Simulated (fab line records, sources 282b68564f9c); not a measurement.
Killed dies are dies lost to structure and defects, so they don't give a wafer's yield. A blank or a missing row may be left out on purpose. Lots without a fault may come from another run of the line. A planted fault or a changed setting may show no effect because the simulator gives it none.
fab line records | flow rit_cmos
record lots=12 wafers=36 last_day=7
route steps=202 shown ACTIVE@16 FOX2@27 PWELL@47 PRETRO@70 M1@202
lots that met no fault: from a run of the same line without faults
start_h: hours from the record's first day to the start of the lot's first wafer shown | wait_h: hours since the lot's step before | " the same as in the row above | L1.1+2: a row that stands for several wafers | - no value, or no start given | * or withheld: withheld | < > ~ a bound
route shown NAME@n: a module of which the file shows steps, and the number in the route of the first | usual: mean/standard deviation of fault-free wafers | same: alike in all rows | chamber/n: place in a boat | sites: the reading at each site | _std_site: their standard deviation | _edge_site: outer sites' mean less inner sites' | radius_mm: how far each site lies from the wafer's centre | mask NAME#n: copy n | behind: the tool/chamber that last shaped the wafer | hold: why the lot was held/for how many hours/how that ended | device: the transistor (n, p or np) that didn't switch | end of line: the same wafers' tests at the end of the route | a step without rows: its recipe alone | killed: dies lost to structure and defects at the first sort, not the wafer's yield | map: a wafer's dies, x killed, . not, _ none there
set.NAME: the setting as run; set.NAME@STEP: as run at that earlier step | model.NAME: the simulator's own value behind a step, which no gauge read
steps of the route over a sample of lots; a table a step, a row a wafer
services: from which hour (start_h, from the record's first day; less than 0 if before it) a tool's chamber was out of use, for how many hours, and why
## steps
# step RIT_ACTIVE_CD_MEAS_90
# recipe target_cd_nm=1400
# usual cd_nm=1400.5/2.1
# columns lot.wafer tool chamber start_h wait_h cd_nm
L248.4 cd_sem-02 - 16.88 0.1 1401.8
L248.5 " - " " 1400.7
L248.6 " - " " 1401.7
L249.1 cd_sem-02 - 20.61 0.1 1398.6
L249.3 " - " " 1397.7
L249.6 " - " " 1400.1
L250.2 cd_sem-02 - 25.22 0.1 1396.5
L250.3 " - " " 1396.6
L250.6 " - " " 1394.9
L251.3 cd_sem-01 - 31.15 0.1 1399.4
L251.5 " - " " 1402.8
L251.6 " - " " 1399.5
L252.2 cd_sem-01 - 38.54 0.1 1400.9
L252.5 " - " " 1401.8
L252.6 " - " " 1400.8
L253.2 cd_sem-01 - 43.52 0.1 1401.0
L253.3 " - " " 1402.1
L253.4 " - " " 1402.4
L254.2 cd_sem-01 - 45.24 0.1 1400.2
L254.3 " - " " 1399.0
L254.6 " - " " 1397.8
L256.2 cd_sem-02 - 55.18 0.1 1399.3
L256.4 " - " " 1398.5
L256.6 " - " " 1394.9
L258.2 cd_sem-01 - 65.12 0.1 1401.3
L258.3 " - " " 1400.9
L258.5 " - " " 1402.2
L259.1 cd_sem-01 - 70.83 0.1 1401.0
L259.2 " - " " 1402.3
L259.6 " - " " 1400.6
L260.1 cd_sem-02 - 75.27 0.1 1404.0
L260.2 " - " " 1403.3
L260.6 " - " " 1403.7
L271.1 cd_sem-02 - 131.06 0.1 1398.9
L271.4 " - " " 1398.7
L271.6 " - " " 1396.3
# step RIT_FOX2_THK_MEAS_90
# recipe reads=SiO2_of_FOX2_OXIDATION_00
# usual FIELD_OXIDE_LEFT_1_THK=323/6.6
# columns lot.wafer tool chamber start_h wait_h FIELD_OXIDE_LEFT_1_THK[nm]
L248.4 film_metro-03 - 21.03 0.0 325
L248.5 " - " " 330
L248.6 " - " " 324
L249.1 film_metro-03 - 24.89 0.0 335
L249.3 " - " " 326
L249.6 " - " " 329
L250.2 film_metro-01 - 37.63 0.0 320
L250.3 " - " " 319
L250.6 " - " " 317
L251.3 film_metro-01 - 39.21 0.0 319
L251.5 " - " " 321
L251.6 " - " " 322
L252.2 film_metro-01 - 42.70 0.0 323
L252.5 " - " " 326
L252.6 " - " " 332
L253.2 film_metro-01 - 50.46 0.0 316
L253.3 " - " " 313
L253.4 " - " " 317
L254.2 film_metro-02 - 50.46 0.0 324
L254.3 " - " " 326
L254.6 " - " " 325
L256.2 film_metro-03 - 59.33 0.0 321
L256.4 " - " " 323
L256.6 " - " " 326
L258.2 film_metro-03 - 69.34 0.0 317
L258.3 " - " " 317
L258.5 " - " " 315
L259.1 film_metro-02 - 79.25 0.0 319
L259.2 " - " " 312
L259.6 " - " " 316
L260.1 film_metro-02 - 80.69 0.0 325
L260.2 " - " " 324
L260.6 " - " " 326
L271.1 film_metro-02 - 136.49 0.0 331
L271.4 " - " " 328
L271.6 " - " " 337
# step RIT_PWELL_IMPLANT_08
# recipe species=B energy_kev=170 dose_cm2=7e+13 tilt_deg=7
# usual beam_energy_keV=170.01/0.048 dose_ions_cm2=7.001e+13/7.5e+10 faraday_current_uA=222/4.3 tilt_deg=7.003/0.019
# columns lot.wafer tool chamber start_h wait_h beam_energy_keV dose_ions_cm2 faraday_current_uA tilt_deg
L248.4 implanter-04 0 24.10 0.2 169.95 6.994e+13 222 7.018
L248.5 " 0 " " 170.01 6.992e+13 220 6.998
L248.6 " 0 " " 170.01 7e+13 220 7.062
L249.1 implanter-03 0 27.92 0.2 170.01 7.011e+13 220 7.000
L249.3 " 0 " " 170.05 7.005e+13 223 6.994
L249.6 " 0 " " 169.95 6.999e+13 221 7.003
L250.2 implanter-03 0 40.55 0.2 170.11 6.998e+13 221 6.988
L250.3 " 0 " " 170.04 6.999e+13 224 6.984
L250.6 " 0 " " 170.10 6.997e+13 226 7.033
L251.3 implanter-04 0 42.02 0.2 170.05 7.001e+13 223 7.016
L251.5 " 0 " " 170.10 7.001e+13 217 6.993
L251.6 " 0 " " 170.08 6.996e+13 223 7.002
L252.2 implanter-03 0 45.74 0.2 170.03 6.998e+13 220 7.013
L252.5 " 0 " " 169.97 7.005e+13 225 6.999
L252.6 " 0 " " 169.96 6.995e+13 224 7.003
L253.2 implanter-04 0 53.37 0.2 170.02 7.003e+13 225 7.000
L253.3 " 0 " " 170.03 6.997e+13 228 6.990
L253.4 " 0 " " 170.08 7.001e+13 224 7.005
L254.2 implanter-03 0 53.63 0.2 170.05 7.005e+13 214 6.987
L254.3 " 0 " " 170.07 7.017e+13 221 6.962
L254.6 " 0 " " 170.07 6.999e+13 224 6.969
L256.2 implanter-04 0 62.36 0.2 169.98 6.999e+13 222 6.974
L256.4 " 0 " " 170.01 6.997e+13 228 6.980
L256.6 " 0 " " 170.08 6.994e+13 226 6.992
L258.2 implanter-04 0 72.29 0.2 170.01 7.568e+13 246 7.014
L258.3 " 0 " " 170.04 7.57e+13 243 6.973
L258.5 " 0 " " 170.05 7.571e+13 251 6.972
L259.1 implanter-04 0 82.32 0.2 169.99 7.555e+13 242 7.000
L259.2 " 0 " " 170.02 7.555e+13 236 7.017
L259.6 " 0 " " 169.95 7.549e+13 245 7.007
L260.1 implanter-04 0 83.70 0.2 170.03 7.56e+13 247 7.014
L260.2 " 0 " " 170.01 7.539e+13 230 7.002
L260.6 " 0 " " 169.95 7.553e+13 248 7.042
L271.1 implanter-04 0 139.52 0.2 169.89 7.001e+13 217 6.965
L271.4 " 0 " " 169.96 7.004e+13 223 7.002
L271.6 " 0 " " 170.02 7.005e+13 223 6.993
# step RIT_PWELL_TW_MEAS_10
# usual PWELL_TW=954/6.3
# columns lot.wafer tool chamber start_h wait_h PWELL_TW
L248.4 film_metro-04 - 24.38 0.1 963
L248.5 " - " " 966
L248.6 " - " " 962
L249.1 film_metro-04 - 28.25 0.1 958
L249.3 " - " " 961
L249.6 " - " " 961
L250.2 film_metro-03 - 40.86 0.1 953
L250.3 " - " " 955
L250.6 " - " " 954
L251.3 film_metro-03 - 42.31 0.1 949
L251.5 " - " " 948
L251.6 " - " " 949
L252.2 film_metro-04 - 46.05 0.1 952
L252.5 " - " " 956
L252.6 " - " " 960
L253.2 film_metro-03 - 53.68 0.1 943
L253.3 " - " " 944
L253.4 " - " " 947
L254.2 film_metro-04 - 53.94 0.1 963
L254.3 " - " " 957
L254.6 " - " " 961
L256.2 film_metro-04 - 62.67 0.1 963
L256.4 " - " " 957
L256.6 " - " " 962
L258.2 film_metro-04 - 72.60 0.1 985
L258.3 " - " " 989
L258.5 " - " " 985
L259.1 film_metro-01 - 82.64 0.1 983
L259.2 " - " " 975
L259.6 " - " " 976
L260.1 film_metro-01 - 84.03 0.1 975
L260.2 " - " " 970
L260.6 " - " " 972
L271.1 film_metro-01 - 139.85 0.1 950
L271.4 " - " " 947
L271.6 " - " " 948
# step RIT_WELLDRIVE_RS_MEAS_02
# recipe thk_meas_gauge=four-point-probe
# usual PWELL_RS=429.4/1.2
# columns lot.wafer tool chamber start_h wait_h PWELL_RS[ohm/sq]
L248.4 film_metro-03 - 30.32 0.1 429.6
L248.5 " - " " 430.2
L248.6 " - " " 430.1
L249.1 film_metro-04 - 33.96 0.1 429.8
L249.3 " - " " 428.9
L249.6 " - " " 428.7
L250.2 film_metro-01 - 47.04 0.1 429.4
L250.3 " - " " 429.8
L250.6 " - " " 430.8
L251.3 film_metro-04 - 47.59 0.1 429.9
L251.5 " - " " 428.7
L251.6 " - " " 430.7
L252.2 film_metro-03 - 52.66 0.1 430.4
L252.5 " - " " 432.0
L252.6 " - " " 430.3
L253.2 film_metro-04 - 58.96 0.1 431.0
L253.3 " - " " 430.8
L253.4 " - " " 430.4
L254.2 film_metro-01 - 59.21 0.1 430.9
L254.3 " - " " 430.9
L254.6 " - " " 430.4
L256.2 film_metro-04 - 68.67 0.1 429.2
L256.4 " - " " 429.5
L256.6 " - " " 429.0
L258.2 film_metro-01 - 77.98 0.1 409.8
L258.3 " - " " 411.2
L258.5 " - " " 410.4
L259.1 film_metro-04 - 89.09 0.1 408.5
L259.2 " - " " 408.0
L259.6 " - " " 407.2
L260.1 film_metro-04 - 90.42 0.1 410.0
L260.2 " - " " 411.5
L260.6 " - " " 410.1
L271.1 film_metro-01 - 145.14 0.1 429.6
L271.4 " - " " 430.3
L271.6 " - " " 429.1
# step RIT_PRETRO_OVL_MEAS_06
# usual PRETRO_OVL=-0.6/1.5
# columns lot.wafer tool chamber start_h wait_h PRETRO_OVL[nm]
L248.4 overlay-02 - 33.08 - 0.1
L248.5 " - " " 2.3
L248.6 " - " " 0.2
L249.1 overlay-02 - 36.98 - 0.7
L249.3 " - " " -2.2
L249.6 " - " " -1.1
L250.2 overlay-02 - 49.77 - -1.5
L250.3 " - " " -2.5
L250.6 " - " " -2.3
L251.3 overlay-02 - 50.36 - 0.0
L251.5 " - " " -1.0
L251.6 " - " " -1.4
L252.2 overlay-02 - 55.32 - -2.4
L252.5 " - " " -0.8
L252.6 " - " " -1.3
L253.2 overlay-02 - 61.58 - -0.2
L253.3 " - " " -2.9
L253.4 " - " " -2.9
L254.2 overlay-01 - 61.98 - -0.1
L254.3 " - " " 0.7
L254.6 " - " " 1.5
L256.2 overlay-01 - 71.20 - -2.9
L256.4 " - " " -0.7
L256.6 " - " " -1.1
L258.2 overlay-01 - 81.12 - -3.9
L258.3 " - " " -5.3
L258.5 " - " " -2.8
L259.1 overlay-02 - 91.92 - -0.6
L259.2 " - " " -1.0
L259.6 " - " " 1.2
L260.1 overlay-01 - 93.26 - 1.2
L260.2 " - " " -0.6
L260.6 " - " " 0.7
L271.1 overlay-01 - 147.70 - -0.5
L271.4 " - " " -0.3
L271.6 " - " " 0.6
# step RIT_M1_PROBE_99
# usual killed_at_contacts=0.1/0.25 killed_at_front_end=8/3.3 killed_dies=8/3.3 killed_open=3.9/2.1 killed_short=3.8/2.2
# same gross_dies=264 killed_at_M0_to_M3=0 killed_at_M4_up=0 killed_at_back_side=0 killed_at_other=0
# columns lot.wafer tool chamber start_h wait_h killed_at_contacts killed_at_front_end killed_dies killed_open killed_short
L251.3 prober-01 - 79.56 0.2 0 6 6 3 3
L251.5 prober-01 - 79.66 0.2 0 4 4 0 4
L251.6 prober-01 - 79.71 0.2 0 6 6 3 3
L258.2 prober-02 - 107.85 0.1 0 8 8 4 4
L258.3 prober-02 - 107.90 0.2 0 4 4 3 1
L258.5 prober-02 - 108.00 0.2 0 5 5 2 3
L259.1 prober-01 - 118.67 0.1 0 9 9 6 3
L259.2 prober-01 - 118.72 0.1 0 8 8 2 6
L259.6 prober-01 - 118.92 0.2 0 12 12 4 8
# killed by level:class
L251.3 SPACER:geometric_particle:short=2 GATE:geometric_particle:open=1 GATE:geometric_particle:short=1 REOX:geometric_particle:open=1 SILICIDE:geometric_particle:open=1
L251.5 SPACER:geometric_particle:short=2 GATE:geometric_particle:short=1 SILICIDE:geometric_particle:short=1
L251.6 GATE:geometric_particle:open=2 REOX:geometric_particle:short=2 REOX:geometric_particle:open=1 SILICIDE:geometric_particle:short=1
L258.2 FOX1:geometric_particle:open=2 SILICIDE:geometric_particle:short=2 FOX1:geometric_particle:short=1 REOX:geometric_particle:short=1 REOX:geometric_particle:open=1 SILICIDE:geometric_particle:open=1
L258.3 GATE:geometric_particle:open=2 FOX1:geometric_particle:short=1 SILICIDE:geometric_particle:open=1
L258.5 FOX1:geometric_particle:short=2 FOX1:geometric_particle:open=1 GATE:geometric_particle:short=1 SILICIDE:geometric_particle:open=1
L259.1 FOX2:geometric_particle:short=2 GATE:geometric_particle:open=2 SPACER:geometric_particle:open=2 SILICIDE:geometric_particle:open=2 GATE:geometric_particle:short=1
L259.2 SILICIDE:geometric_particle:short=3 GATE:geometric_particle:short=2 FOX2:geometric_particle:short=1 GATE:geometric_particle:open=1 SILICIDE:geometric_particle:open=1
L259.6 GATE:geometric_particle:short=5 SPACER:geometric_particle:open=4 REOX:geometric_particle:short=1 SPACER:geometric_particle:short=1 SILICIDE:geometric_particle:short=1
## services
# columns tool chamber start_h hours kind
implanter-03 - 69.36 92.4 pm
## key
first_sign step=RIT_PWELL_IMPLANT_08 reading=dose_ions_cm2 direction=up sigmas=74 usual=7.001e+13 struck=7.558e+13
effect step=RIT_PWELL_IMPLANT_08 reading=faraday_current_uA direction=up sigmas=4.8 usual=222 struck=243
effect step=RIT_PWELL_TW_MEAS_10 reading=PWELL_TW direction=up sigmas=4 usual=954 struck=979
effect step=RIT_WELLDRIVE_RS_MEAS_02 reading=PWELL_RS direction=down sigmas=16 usual=429.4 struck=409.6
met_at RIT_PWELL_IMPLANT_08
struck_lots L258,L259,L260
tester_left_out L258,L259,L260
not_acting_at RIT_ACTIVE_CD_MEAS_90,RIT_FOX2_THK_MEAS_90,RIT_PRETRO_OVL_MEAS_06
onset_between 62.36 72.29
fault kind=process_parameter_drift tool=implanter-04 chamber=- onset_h=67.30 steps=RIT_PWELL_IMPLANT_08 channel=dose_cm2 offset=5.4773e+12 shape=step end_h=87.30 acts_in=these_recipes_only stated=7e+13
# tester_left_out: of these lots the tester's yield and bins aren't shown, on N5 and GAA mostly nor the transistor test; their killed dies are dies lost to structure and defects alone, not to doping, threshold or leakage, so they don't give the yield
